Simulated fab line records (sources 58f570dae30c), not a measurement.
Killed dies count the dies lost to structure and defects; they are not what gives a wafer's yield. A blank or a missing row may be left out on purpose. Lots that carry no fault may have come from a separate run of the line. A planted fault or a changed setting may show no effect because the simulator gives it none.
The same fault as seen by 2 desks | flow berkeley_cmos170 | what lay behind the numbers comes last; until then each desk has only its own

== FROM THE METROLOGY DESK ==
What the gauges read for every lot (on any tool): the sampled wafers with a number, averaged. The brackets show how far a lot's mean lies from the usual mean; more than 4 standard deviations puts the lot out of limits, marked OUT.
Columns: A = cd_nm at UCB170_NLDD_CD_MEAS_06, usual 1199.3 nm; B = cd_nm at UCB170_CONTACT_CD_MEAS_90, usual 700.2 nm
lot  | first seen here | A      | B
L406 | day 6 18:43     | 1198.5 | 700.3
L409 | day 7 02:19     | 1200.7 | 699.4
L407 | day 7 02:31     | 1198.0 | 700.9
L410 | day 7 05:14     | 1200.1 | 700.2
L412 | day 7 21:39     | 1199.1 | 700.4
L414 | day 8 03:31     | 1198.4 | 700.3
L418 | day 9 07:55     | 1199.5 | 700.4
L417 | day 9 08:11     | 1198.7 | 699.7
L416 | day 9 08:29     | 1200.4 | 697.9
L415 | day 9 08:38     | 1199.6 | 698.7
L421 | day 9 21:20     | 1198.7 | 701.3
L422 | day 9 21:48     | 1199.7 | 699.5
L428 | day 11 05:31    | 1198.6 | 702.9
Result from this desk: across the 13 lots, nothing is out of limits.

== THE TOOL OWNER'S DESK: rie_diel-04 ==
The tool's own readings at UCB170_V2_ETCH_14 (etches SiO2 in CHF3/CF4/Ar, stops on Al, target depth 1250 nm, time 291 s): means of the sampled wafers that have a number, for each lot that ran on this tool. The brackets show how far a lot's mean lies from the usual mean; more than 4 standard deviations puts the lot out of limits, marked OUT.
Columns: A = chamber_pressure_mTorr at UCB170_V2_ETCH_14, usual 199.97 mTorr; B = drypump_motor_current_A at UCB170_V2_ETCH_14, usual 6.0 A; C = oes_product_au at UCB170_V2_ETCH_14, usual 0.875 a.u.; D = run_length_s at UCB170_V2_ETCH_14, usual 319.2 s; E = throttle_valve_pct at UCB170_V2_ETCH_14, usual 6.91 %
lot  | first seen here | A      | B   | C                | D                       | E
L409 | day 8 11:40     | 200.01 | 5.7 | 0.889            | 319.3                   | 6.94
L417 | day 11 00:03    | 200.00 | 6.2 | 0.884            | 319.5                   | 6.89
L421 | day 11 07:31    | 200.00 | 6.2 | 0.934 (+4.9) OUT | 271.2 (-99 or more) OUT | 6.87
This desk finds L421 out of limits, L421 being first, at day 11 07:31 (oes_product_au at UCB170_V2_ETCH_14). Within limits: L409, L417.

== ALL TOGETHER ==
The tool owner's desk could have raised an alarm at day 11 07:31, on L421.
The metrology desk saw nothing out of limits.
The metrology desk has L421 on record, within its limits.
All the named lots went through UCB170_V2_ETCH_14 on rie_diel-04.

== WHAT WAS PUT IN BY THE SIMULATOR ==
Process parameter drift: rie_diel-04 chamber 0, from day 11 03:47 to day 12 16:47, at UCB170_V2_ETCH_14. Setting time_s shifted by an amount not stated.
Shown lots that were struck: L421.
Each desk's first reading out of limits, in hours after the fault started: the tool owner's desk, 4.
